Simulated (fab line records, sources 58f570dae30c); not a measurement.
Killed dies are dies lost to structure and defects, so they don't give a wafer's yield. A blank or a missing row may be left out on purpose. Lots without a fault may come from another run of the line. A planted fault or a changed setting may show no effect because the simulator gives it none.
Which tool did it? | flow berkeley_cmos170 | 14 lots, 42 wafers sampled, at 1 step of a route of 331

WHAT THE GAUGES READ, wafer by wafer
UCB170_M1_CD_MEAS_09: target cd 700 nm.
lot  | measured     | on        | cd_nm (nm)
L327 | day 8 00:02  | cd_sem-02 | 699.8 700.1 699.9
L328 | day 8 13:07  | cd_sem-02 | 699.1 697.7 699.6
L329 | day 8 14:09  | cd_sem-01 | 700.8 698.5 700.0
L331 | day 9 03:22  | cd_sem-02 | 700.9 700.8 699.3
L332 | day 9 05:58  | cd_sem-01 | 698.5 699.3 699.5
L336 | day 9 18:13  | cd_sem-02 | 699.7 698.0 699.1
L335 | day 9 19:51  | cd_sem-02 | 699.1 698.6 700.2
L341 | day 10 23:12 | cd_sem-02 | 699.8 698.3 698.5
L342 | day 11 14:11 | cd_sem-02 | 700.4 701.7 700.3
L344 | day 12 03:19 | cd_sem-02 | 698.8 699.7 700.6
L347 | day 12 16:14 | cd_sem-01 | 701.1 701.8 702.3
L349 | day 12 17:31 | cd_sem-01 | 699.3 698.4 699.6
L348 | day 12 17:59 | cd_sem-02 | 698.5 698.0 700.5
L350 | day 13 11:53 | cd_sem-01 | 701.0 699.4 700.8

WHICH TOOL RAN EACH LOT (tool, then ch and the chambers of the sampled wafers, then the start)
The record holds no process step before these readings.

WHAT THE TOOLS THEMSELVES READ (means of the sampled wafers that have a number; where no wafer has one, the mark that the record gives instead)
The record holds no such reading with a usual standard deviation.

THE ANSWER, worked out from the rows above alone
Rule: what is usual is taken from the lots themselves. Put in order of their means at a reading, lots are off if they are a third of the lots or fewer, leave a main group of 4 or more, and stand apart from it by a gap of 3 or more times the standard deviation of the main group's means; of several such gaps the widest counts. A main group whose means are all the same, to the digits that the tables above print for the reading, isn't used. A lot without any number at a reading at which 4 lots or more have one is off too. The other lots that the step has rows for count as sound. The gauges are gone through in route order, then the tools' own readings, and for those a lot's mean is taken as printed above. The first step at which some lot is off is used, and at that step the reading that is off furthest; a lot without a number counts as furthest.
No lot is off at any reading shown: from this, nothing can be told.

WHAT THE SIMULATOR HAD PUT IN
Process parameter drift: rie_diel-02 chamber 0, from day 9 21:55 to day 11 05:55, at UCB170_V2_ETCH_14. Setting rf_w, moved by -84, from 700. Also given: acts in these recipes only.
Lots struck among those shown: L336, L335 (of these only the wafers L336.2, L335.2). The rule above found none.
